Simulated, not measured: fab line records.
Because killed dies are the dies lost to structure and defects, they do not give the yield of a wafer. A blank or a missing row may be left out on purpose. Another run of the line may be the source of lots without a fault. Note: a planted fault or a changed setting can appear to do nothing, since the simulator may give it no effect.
fab line records :: flow rit-cmos :: part 2 of 2: steps 42 to 43 of 43
record:
  lots: 6
  wafers: 18
  last-day: 6
route steps=202 shown SDANNEAL@155 PSD@157 NSD@158 PLDD@159 NLDD@160 SILICIDE@161 CONTACT@168 M1@184
lots with no fault: from the same line, run without faults
start-h: the number of hours between the record's first day and the start of the first shown wafer of the lot :: wait-h: hours since the lot's step before :: " repeats the value in the row above :: L1.1+2: one row covering several wafers at once :: - no value, or no start given :: * or withheld: withheld :: < > ~ a bound
route shown NAME@n: NAME is a module with steps in the file, n the number in the route of the first one :: usual: average and standard deviation across the fault-free wafers :: same: alike in all rows :: chamber/n: place in a boat :: sites: per-site readings :: _std_site: how widely they spread, as a standard deviation :: _edge_site: inner sites' mean taken away from outer sites' mean :: radius-mm: for every site, how far away it sits from the centre of the wafer :: mask NAME#n: copy n :: behind: the most recent tool/chamber to have shaped the wafer :: hold: what put the lot on hold/how long, in hours/how the hold closed :: device: the transistor (n, p or np) that didn't switch :: end of line: the route-end tests of the same wafers :: a step given without rows: its recipe and nothing more :: killed: not the wafer's yield, but the dies lost to structure and defects at the first sort :: map: a wafer's dies, x killed, . not, _ none there
set.NAME: setting as actually run; set.NAME@STEP: the setting as run at that earlier step :: model.NAME: the simulator's own value behind a step, which no gauge read
lots at some steps of the route; a table a step, a row a wafer
services: when a tool's chamber went out of use (start-h, in hours from the record's first day, below 0 if earlier), for how many hours, and the reason
== steps ==
step: RIT_M1_METAL_ETCH_12
recipe:
  stop-on: SiO2
  chemistry: Cl2/BCl3
  target: Al
  time-s: 165
  over-etch-frac: 0.5
  pressure-mtorr: 100
  target-depth-a: 6000
  rf-w: 250
  Cl2_flow_sccm: 60
  bcl3-flow-sccm: 50
usual:
  drypump-motor-current-A: 5.76/0.22
  mfc-cl2-sccm: 59.99/0.19
  oes-product-au: 0.786/0.014
  throttle-valve-pct: 8.23/0.1
lot.wafer: L539.4
tool: rie-metal-02
chamber: 0
start-h: 85.99
wait-h: 0.1
drypump-motor-current-A: 5.33
mfc-cl2-sccm: 60.16
oes-product-au: 0.796
rf-hours-counter-h: -
throttle-valve-pct: 8.30

lot.wafer: L539.5
tool: rie-metal-02
chamber: 0
start-h: 85.99
wait-h: 0.1
drypump-motor-current-A: 5.34
mfc-cl2-sccm: 60.25
oes-product-au: 0.779
rf-hours-counter-h: -
throttle-valve-pct: 8.26

lot.wafer: L539.6
tool: rie-metal-02
chamber: 1
start-h: 85.99
wait-h: 0.1
drypump-motor-current-A: 5.70
mfc-cl2-sccm: 60.24
oes-product-au: 0.803
rf-hours-counter-h: -
throttle-valve-pct: 8.07

lot.wafer: L540.3
tool: rie-metal-03
chamber: 1
start-h: 89.19
wait-h: 0.2
drypump-motor-current-A: 5.80
mfc-cl2-sccm: 59.74
oes-product-au: 0.767
rf-hours-counter-h: -
throttle-valve-pct: 8.31

lot.wafer: L540.5
tool: rie-metal-03
chamber: 1
start-h: 89.19
wait-h: 0.2
drypump-motor-current-A: 5.79
mfc-cl2-sccm: 59.54
oes-product-au: 0.785
rf-hours-counter-h: -
throttle-valve-pct: 8.33

lot.wafer: L540.6
tool: rie-metal-03
chamber: 0
start-h: 89.19
wait-h: 0.2
drypump-motor-current-A: 5.70
mfc-cl2-sccm: 60.05
oes-product-au: 0.775
rf-hours-counter-h: -
throttle-valve-pct: 8.17

lot.wafer: L547.2
tool: rie-metal-01
chamber: 0
start-h: 124.47
wait-h: 0.2
drypump-motor-current-A: 5.76
mfc-cl2-sccm: 60.07
oes-product-au: 0.777
rf-hours-counter-h: 37
throttle-valve-pct: 8.36

lot.wafer: L547.3
tool: rie-metal-01
chamber: 0
start-h: 124.47
wait-h: 0.2
drypump-motor-current-A: 5.77
mfc-cl2-sccm: 60.05
oes-product-au: 0.790
rf-hours-counter-h: -
throttle-valve-pct: 8.35

lot.wafer: L547.5
tool: rie-metal-01
chamber: 1
start-h: 124.47
wait-h: 0.2
drypump-motor-current-A: 6.24
mfc-cl2-sccm: 59.95
oes-product-au: 0.779
rf-hours-counter-h: -
throttle-valve-pct: 8.29

lot.wafer: L549.2
tool: rie-metal-03
chamber: 1
start-h: 135.34
wait-h: 0.2
drypump-motor-current-A: 5.83
mfc-cl2-sccm: 60.07
oes-product-au: 0.772
rf-hours-counter-h: 1
throttle-valve-pct: 8.32

lot.wafer: L549.3
tool: rie-metal-03
chamber: 1
start-h: 135.34
wait-h: 0.2
drypump-motor-current-A: 5.80
mfc-cl2-sccm: 60.14
oes-product-au: 0.775
rf-hours-counter-h: -
throttle-valve-pct: 8.31

lot.wafer: L549.5
tool: rie-metal-03
chamber: 1
start-h: 135.34
wait-h: 0.2
drypump-motor-current-A: 5.82
mfc-cl2-sccm: 59.94
oes-product-au: 0.778
rf-hours-counter-h: -
throttle-valve-pct: 8.31

lot.wafer: L551.1
tool: rie-metal-03
chamber: 1
start-h: 145.23
wait-h: 0.2
drypump-motor-current-A: 5.82
mfc-cl2-sccm: 59.93
oes-product-au: 0.781
rf-hours-counter-h: 2
throttle-valve-pct: 8.31

lot.wafer: L551.2
tool: rie-metal-03
chamber: 0
start-h: 145.23
wait-h: 0.2
drypump-motor-current-A: 5.71
mfc-cl2-sccm: 60.10
oes-product-au: 0.779
rf-hours-counter-h: 2
throttle-valve-pct: 8.17

lot.wafer: L551.3
tool: rie-metal-03
chamber: 0
start-h: 145.23
wait-h: 0.2
drypump-motor-current-A: 5.72
mfc-cl2-sccm: 60.14
oes-product-au: 0.785
rf-hours-counter-h: -
throttle-valve-pct: 8.17

lot.wafer: L552.1
tool: rie-metal-02
chamber: 1
start-h: 149.01
wait-h: 0.2
drypump-motor-current-A: 5.74
mfc-cl2-sccm: 59.94
oes-product-au: 0.813
rf-hours-counter-h: 4
throttle-valve-pct: 8.08

lot.wafer: L552.2
tool: rie-metal-02
chamber: 1
start-h: 149.01
wait-h: 0.2
drypump-motor-current-A: 5.75
mfc-cl2-sccm: 59.83
oes-product-au: 0.809
rf-hours-counter-h: -
throttle-valve-pct: 8.08

lot.wafer: L552.4
tool: rie-metal-02
chamber: 1
start-h: 149.01
wait-h: 0.2
drypump-motor-current-A: 5.73
mfc-cl2-sccm: 59.94
oes-product-au: 0.808
rf-hours-counter-h: -
throttle-valve-pct: 8.08
step: RIT_M1_PROBE_99
usual:
  killed-at-contacts: 0.1/0.29
  killed-at-front-end: 7/3
  killed-dies: 7/3
  killed-open: 3.5/2
  killed-short: 3.4/2
same:
  gross-dies: 264
  killed_at_M0_to_M3: 0
  killed_at_M4_up: 0
  killed-at-back-side: 0
  killed-at-other: 0
lot.wafer: L539.4
tool: prober-01
chamber: -
start-h: 88.95
wait-h: 0.2
killed-at-contacts: 0
killed-at-front-end: 5
killed-dies: 5
killed-open: 2
killed-short: 3
model.etest.npoly-sal.rs-ohm-sq: 4.402
model.etest.ppoly-sal.rs-ohm-sq: 4.362
model.etest.pplus-sal.rs-ohm-sq: 4.374
model.etest.nplus-sal.rs-ohm-sq: 4.35
model.etest.nplus-sal.line-ohm-um: 1.282
model.etest.pplus-sal.line-ohm-um: 1.278
model.etest.contact-pplus.rc-ohm: 1.35
model.etest.contact-npoly.rc-ohm: 1.437

lot.wafer: L539.5
tool: prober-01
chamber: -
start-h: 89.00
wait-h: 0.2
killed-at-contacts: 0
killed-at-front-end: 4
killed-dies: 4
killed-open: 2
killed-short: 2
model.etest.npoly-sal.rs-ohm-sq: 4.395
model.etest.ppoly-sal.rs-ohm-sq: 4.37
model.etest.pplus-sal.rs-ohm-sq: 4.327
model.etest.nplus-sal.rs-ohm-sq: 4.339
model.etest.nplus-sal.line-ohm-um: 1.269
model.etest.pplus-sal.line-ohm-um: 1.276
model.etest.contact-pplus.rc-ohm: 1.413
model.etest.contact-npoly.rc-ohm: 1.403

lot.wafer: L539.6
tool: prober-01
chamber: -
start-h: 89.05
wait-h: 0.2
killed-at-contacts: 0
killed-at-front-end: 4
killed-dies: 4
killed-open: 2
killed-short: 2
model.etest.npoly-sal.rs-ohm-sq: 4.422
model.etest.ppoly-sal.rs-ohm-sq: 4.427
model.etest.pplus-sal.rs-ohm-sq: 4.417
model.etest.nplus-sal.rs-ohm-sq: 4.376
model.etest.nplus-sal.line-ohm-um: 1.281
model.etest.pplus-sal.line-ohm-um: 1.274
model.etest.contact-pplus.rc-ohm: 1.402
model.etest.contact-npoly.rc-ohm: 1.477

lot.wafer: L540.3
tool: prober-02
chamber: -
start-h: 91.49
wait-h: 0.2
killed-at-contacts: 0
killed-at-front-end: 11
killed-dies: 11
killed-open: 4
killed-short: 7
model.etest.npoly-sal.rs-ohm-sq: 4.297
model.etest.ppoly-sal.rs-ohm-sq: 4.247
model.etest.pplus-sal.rs-ohm-sq: 4.302
model.etest.nplus-sal.rs-ohm-sq: 4.242
model.etest.nplus-sal.line-ohm-um: 1.261
model.etest.pplus-sal.line-ohm-um: 1.258
model.etest.contact-pplus.rc-ohm: 1.339
model.etest.contact-npoly.rc-ohm: 1.312

lot.wafer: L540.5
tool: prober-02
chamber: -
start-h: 91.59
wait-h: 0.2
killed-at-contacts: 0
killed-at-front-end: 9
killed-dies: 9
killed-open: 5
killed-short: 4
model.etest.npoly-sal.rs-ohm-sq: 4.302
model.etest.ppoly-sal.rs-ohm-sq: 4.253
model.etest.pplus-sal.rs-ohm-sq: 4.287
model.etest.nplus-sal.rs-ohm-sq: 4.251
model.etest.nplus-sal.line-ohm-um: 1.239
model.etest.pplus-sal.line-ohm-um: 1.262
model.etest.contact-pplus.rc-ohm: 1.359
model.etest.contact-npoly.rc-ohm: 1.369

lot.wafer: L540.6
tool: prober-02
chamber: -
start-h: 91.64
wait-h: 0.2
killed-at-contacts: 0
killed-at-front-end: 10
killed-dies: 10
killed-open: 6
killed-short: 4
model.etest.npoly-sal.rs-ohm-sq: 4.374
model.etest.ppoly-sal.rs-ohm-sq: 4.345
model.etest.pplus-sal.rs-ohm-sq: 4.351
model.etest.nplus-sal.rs-ohm-sq: 4.295
model.etest.nplus-sal.line-ohm-um: 1.265
model.etest.pplus-sal.line-ohm-um: 1.266
model.etest.contact-pplus.rc-ohm: 1.365
model.etest.contact-npoly.rc-ohm: 1.329

lot.wafer: L547.2
tool: prober-01
chamber: -
start-h: 126.77
wait-h: 0.1
killed-at-contacts: 0
killed-at-front-end: 5
killed-dies: 5
killed-open: 3
killed-short: 2
model.etest.npoly-sal.rs-ohm-sq: 4.46
model.etest.ppoly-sal.rs-ohm-sq: 4.38
model.etest.pplus-sal.rs-ohm-sq: 4.411
model.etest.nplus-sal.rs-ohm-sq: 4.376
model.etest.nplus-sal.line-ohm-um: 1.278
model.etest.pplus-sal.line-ohm-um: 1.262
model.etest.contact-pplus.rc-ohm: 1.421
model.etest.contact-npoly.rc-ohm: 1.385

lot.wafer: L547.3
tool: prober-01
chamber: -
start-h: 126.82
wait-h: 0.2
killed-at-contacts: 0
killed-at-front-end: 15
killed-dies: 15
killed-open: 10
killed-short: 5
model.etest.npoly-sal.rs-ohm-sq: 4.419
model.etest.ppoly-sal.rs-ohm-sq: 4.351
model.etest.pplus-sal.rs-ohm-sq: 4.377
model.etest.nplus-sal.rs-ohm-sq: 4.343
model.etest.nplus-sal.line-ohm-um: 1.253
model.etest.pplus-sal.line-ohm-um: 1.254
model.etest.contact-pplus.rc-ohm: 1.397
model.etest.contact-npoly.rc-ohm: 1.407

lot.wafer: L547.5
tool: prober-01
chamber: -
start-h: 126.92
wait-h: 0.2
killed-at-contacts: 1
killed-at-front-end: 10
killed-dies: 11
killed-open: 7
killed-short: 4
model.etest.npoly-sal.rs-ohm-sq: 4.382
model.etest.ppoly-sal.rs-ohm-sq: 4.338
model.etest.pplus-sal.rs-ohm-sq: 4.332
model.etest.nplus-sal.rs-ohm-sq: 4.318
model.etest.nplus-sal.line-ohm-um: 1.261
model.etest.pplus-sal.line-ohm-um: 1.273
model.etest.contact-pplus.rc-ohm: 1.378
model.etest.contact-npoly.rc-ohm: 1.412

lot.wafer: L549.2
tool: prober-01
chamber: -
start-h: 137.64
wait-h: 0.1
killed-at-contacts: 0
killed-at-front-end: 10
killed-dies: 10
killed-open: 5
killed-short: 5
model.etest.npoly-sal.rs-ohm-sq: 4.71
model.etest.ppoly-sal.rs-ohm-sq: 4.677
model.etest.pplus-sal.rs-ohm-sq: 4.675
model.etest.nplus-sal.rs-ohm-sq: 4.646
model.etest.nplus-sal.line-ohm-um: 1.36
model.etest.pplus-sal.line-ohm-um: 1.341
model.etest.contact-pplus.rc-ohm: 1.557
model.etest.contact-npoly.rc-ohm: 1.507

lot.wafer: L549.3
tool: prober-01
chamber: -
start-h: 137.69
wait-h: 0.2
killed-at-contacts: 0
killed-at-front-end: 11
killed-dies: 11
killed-open: 8
killed-short: 3
model.etest.npoly-sal.rs-ohm-sq: 4.649
model.etest.ppoly-sal.rs-ohm-sq: 4.611
model.etest.pplus-sal.rs-ohm-sq: 4.621
model.etest.nplus-sal.rs-ohm-sq: 4.579
model.etest.nplus-sal.line-ohm-um: 1.343
model.etest.pplus-sal.line-ohm-um: 1.307
model.etest.contact-pplus.rc-ohm: 1.44
model.etest.contact-npoly.rc-ohm: 1.468

lot.wafer: L549.5
tool: prober-01
chamber: -
start-h: 137.79
wait-h: 0.2
killed-at-contacts: 0
killed-at-front-end: 3
killed-dies: 3
killed-open: 3
killed-short: 0
model.etest.npoly-sal.rs-ohm-sq: 4.708
model.etest.ppoly-sal.rs-ohm-sq: 4.631
model.etest.pplus-sal.rs-ohm-sq: 4.641
model.etest.nplus-sal.rs-ohm-sq: 4.645
model.etest.nplus-sal.line-ohm-um: 1.34
model.etest.pplus-sal.line-ohm-um: 1.339
model.etest.contact-pplus.rc-ohm: 1.475
model.etest.contact-npoly.rc-ohm: 1.506

lot.wafer: L551.1
tool: prober-01
chamber: -
start-h: 148.45
wait-h: 0.1
killed-at-contacts: 0
killed-at-front-end: 8
killed-dies: 8
killed-open: 5
killed-short: 3
model.etest.npoly-sal.rs-ohm-sq: 4.545
model.etest.ppoly-sal.rs-ohm-sq: 4.514
model.etest.pplus-sal.rs-ohm-sq: 4.492
model.etest.nplus-sal.rs-ohm-sq: 4.5
model.etest.nplus-sal.line-ohm-um: 1.309
model.etest.pplus-sal.line-ohm-um: 1.295
model.etest.contact-pplus.rc-ohm: 1.421
model.etest.contact-npoly.rc-ohm: 1.43

lot.wafer: L551.2
tool: prober-01
chamber: -
start-h: 148.50
wait-h: 0.1
killed-at-contacts: 1
killed-at-front-end: 6
killed-dies: 7
killed-open: 5
killed-short: 2
model.etest.npoly-sal.rs-ohm-sq: 4.485
model.etest.ppoly-sal.rs-ohm-sq: 4.459
model.etest.pplus-sal.rs-ohm-sq: 4.44
model.etest.nplus-sal.rs-ohm-sq: 4.498
model.etest.nplus-sal.line-ohm-um: 1.295
model.etest.pplus-sal.line-ohm-um: 1.287
model.etest.contact-pplus.rc-ohm: 1.419
model.etest.contact-npoly.rc-ohm: 1.42

lot.wafer: L551.3
tool: prober-01
chamber: -
start-h: 148.55
wait-h: 0.2
killed-at-contacts: 0
killed-at-front-end: 10
killed-dies: 10
killed-open: 8
killed-short: 2
model.etest.npoly-sal.rs-ohm-sq: 4.554
model.etest.ppoly-sal.rs-ohm-sq: 4.518
model.etest.pplus-sal.rs-ohm-sq: 4.484
model.etest.nplus-sal.rs-ohm-sq: 4.526
model.etest.nplus-sal.line-ohm-um: 1.313
model.etest.pplus-sal.line-ohm-um: 1.309
model.etest.contact-pplus.rc-ohm: 1.434
model.etest.contact-npoly.rc-ohm: 1.428

lot.wafer: L552.1
tool: prober-02
chamber: -
start-h: 151.47
wait-h: 0.1
killed-at-contacts: 0
killed-at-front-end: 8
killed-dies: 8
killed-open: 4
killed-short: 4
model.etest.npoly-sal.rs-ohm-sq: 4.37
model.etest.ppoly-sal.rs-ohm-sq: 4.298
model.etest.pplus-sal.rs-ohm-sq: 4.324
model.etest.nplus-sal.rs-ohm-sq: 4.278
model.etest.nplus-sal.line-ohm-um: 1.273
model.etest.pplus-sal.line-ohm-um: 1.272
model.etest.contact-pplus.rc-ohm: 1.403
model.etest.contact-npoly.rc-ohm: 1.412

lot.wafer: L552.2
tool: prober-02
chamber: -
start-h: 151.52
wait-h: 0.1
killed-at-contacts: 0
killed-at-front-end: 11
killed-dies: 11
killed-open: 6
killed-short: 5
model.etest.npoly-sal.rs-ohm-sq: 4.453
model.etest.ppoly-sal.rs-ohm-sq: 4.399
model.etest.pplus-sal.rs-ohm-sq: 4.421
model.etest.nplus-sal.rs-ohm-sq: 4.358
model.etest.nplus-sal.line-ohm-um: 1.285
model.etest.pplus-sal.line-ohm-um: 1.277
model.etest.contact-pplus.rc-ohm: 1.417
model.etest.contact-npoly.rc-ohm: 1.43

lot.wafer: L552.4
tool: prober-02
chamber: -
start-h: 151.62
wait-h: 0.2
killed-at-contacts: 0
killed-at-front-end: 7
killed-dies: 7
killed-open: 3
killed-short: 4
model.etest.npoly-sal.rs-ohm-sq: 4.415
model.etest.ppoly-sal.rs-ohm-sq: 4.389
model.etest.pplus-sal.rs-ohm-sq: 4.359
model.etest.nplus-sal.rs-ohm-sq: 4.35
model.etest.nplus-sal.line-ohm-um: 1.269
model.etest.pplus-sal.line-ohm-um: 1.256
model.etest.contact-pplus.rc-ohm: 1.385
model.etest.contact-npoly.rc-ohm: 1.4
killed by level:class
L539.4 FOX2:geometric-particle:open=1 FOX2:geometric-particle:short=1 REOX:geometric-particle:short=1 SILICIDE:geometric-particle:open=1 SILICIDE:geometric-particle:short=1
L539.5 FOX2:geometric-particle:short=1 GATE:geometric-particle:short=1 REOX:geometric-particle:open=1 SILICIDE:geometric-particle:open=1
L539.6 SILICIDE:geometric-particle:short=2 GATE:geometric-particle:open=1 REOX:geometric-particle:open=1
L540.3 SPACER:geometric-particle:short=4 GATE:geometric-particle:short=3 FOX1:geometric-particle:open=1 REOX:geometric-particle:open=1 SPACER:geometric-particle:open=1 SILICIDE:geometric-particle:open=1
L540.5 GATE:geometric-particle:open=4 GATE:geometric-particle:short=3 FOX2:geometric-particle:short=1 SILICIDE:geometric-particle:open=1
L540.6 GATE:geometric-particle:open=4 GATE:geometric-particle:short=3 FOX1:geometric-particle:open=1 REOX:geometric-particle:short=1 SILICIDE:geometric-particle:open=1
L547.2 GATE:geometric-particle:open=2 REOX:geometric-particle:short=1 SILICIDE:geometric-particle:short=1 SILICIDE:geometric-particle:open=1
L547.3 GATE:geometric-particle:open=4 FOX1:geometric-particle:open=2 SPACER:geometric-particle:open=2 FOX1:geometric-particle:short=1 FOX2:geometric-particle:short=1 GATE:geometric-particle:short=1 REOX:geometric-particle:short=1 REOX:geometric-particle:open=1
L547.5 FOX1:geometric-particle:open=3 GATE:geometric-particle:open=2 GATE:geometric-particle:short=2 SILICIDE:geometric-particle:open=2 REOX:geometric-particle:short=1 CONTACT:geometric-particle:short=1
L549.2 GATE:geometric-particle:short=4 GATE:geometric-particle:open=3 REOX:geometric-particle:open=1 SPACER:geometric-particle:open=1 SILICIDE:geometric-particle:short=1
L549.3 FOX1:geometric-particle:open=5 GATE:geometric-particle:open=2 FOX1:geometric-particle:short=1 GATE:geometric-particle:short=1 REOX:geometric-particle:open=1 SILICIDE:geometric-particle:short=1
L549.5 GATE:geometric-particle:open=2 SPACER:geometric-particle:open=1
L551.1 FOX1:geometric-particle:open=4 FOX1:geometric-particle:short=2 FOX2:geometric-particle:short=1 GATE:geometric-particle:open=1
L551.2 GATE:geometric-particle:short=2 GATE:geometric-particle:open=2 REOX:geometric-particle:open=1 SILICIDE:geometric-particle:open=1 CONTACT:geometric-particle:open=1
L551.3 FOX1:geometric-particle:open=3 SPACER:geometric-particle:open=3 GATE:geometric-particle:open=1 GATE:geometric-particle:short=1 REOX:geometric-particle:short=1 REOX:geometric-particle:open=1
L552.1 FOX1:geometric-particle:open=2 GATE:geometric-particle:short=2 FOX1:geometric-particle:short=1 REOX:geometric-particle:short=1 SPACER:geometric-particle:open=1 SILICIDE:geometric-particle:open=1
L552.2 GATE:geometric-particle:short=3 FOX1:geometric-particle:open=2 GATE:geometric-particle:open=2 FOX1:geometric-particle:short=1 SPACER:geometric-particle:short=1 SPACER:geometric-particle:open=1 SILICIDE:geometric-particle:open=1
L552.4 GATE:geometric-particle:open=2 SPACER:geometric-particle:short=2 GATE:geometric-particle:short=1 REOX:geometric-particle:short=1 SPACER:geometric-particle:open=1
== services ==
tool: rie-diel-01
chamber: 3
start-h: 63.31
hours: 4.3
kind: repair

tool: rie-diel-02
chamber: 2
start-h: 75.81
hours: 2.2
kind: repair

tool: rie-diel-01
chamber: -
start-h: 89.55
hours: 1.4
kind: repair

tool: pvd-sputter-02
chamber: -
start-h: 90.81
hours: 4.8
kind: repair

tool: rie-diel-01
chamber: 1
start-h: 97.98
hours: 8.9
kind: repair

tool: plasma-asher-02
chamber: -
start-h: 106.27
hours: 1.4
kind: repair

tool: rie-diel-02
chamber: -
start-h: 108.23
hours: 2.8
kind: pm

tool: pvd-sputter-02
chamber: -
start-h: 118.16
hours: 1.0
kind: repair

tool: rie-diel-02
chamber: -
start-h: 121.50
hours: 1.7
kind: repair

tool: rie-metal-01
chamber: -
start-h: 136.12
hours: 20.0
kind: pm

tool: rie-metal-01
chamber: 0
start-h: 136.12
hours: 20.0
kind: vent-cycle

tool: rie-metal-01
chamber: 1
start-h: 136.12
hours: 20.0
kind: vent-cycle

tool: rie-metal-02
chamber: 0
start-h: 139.27
hours: 33.5
kind: repair

tool: rie-diel-03
chamber: 0
start-h: 139.60
hours: 17.5
kind: repair
== key ==
first-sign:
  step: RIT_SILICIDE_RTA_06
  reading: wafer_temp_C_max
  direction: down
  sigmas: 1.8
  usual: *
  struck: *
effect none on later readings
model-effect:
  step: RIT_M1_PROBE_99
  value: etest.npoly-sal.rs-ohm-sq
  without: 4.403
  struck: 4.609
met-at RIT_SILICIDE_RTA_06
struck-wafers L549.2,L549.3,L549.5,L551.1,L551.2,L551.3
tester-left-out L549,L551
onset-between 120.33 130.94
also-fits RIT_SILICIDE_RTA_04:rtp-anneal-01,RIT_M1_SPUTTER_00:pvd-sputter-02,RIT_M1_METAL_ETCH_12:rie-metal-03
fault:
  kind: process-parameter-drift
  tool: rtp-anneal-02
  chamber: -
  onset-h: 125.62
  steps: RIT_SILICIDE_RTA_06
  channel: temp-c
  offset: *
  shape: step
  end-h: 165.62
  acts-in: *
  stated: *
tester-left-out: of these lots the tester's yield and bins aren't shown, on N5 and GAA mostly nor the transistor test; their killed dies are dies lost to structure and defects alone, not to doping, threshold or leakage, so they don't give the yield
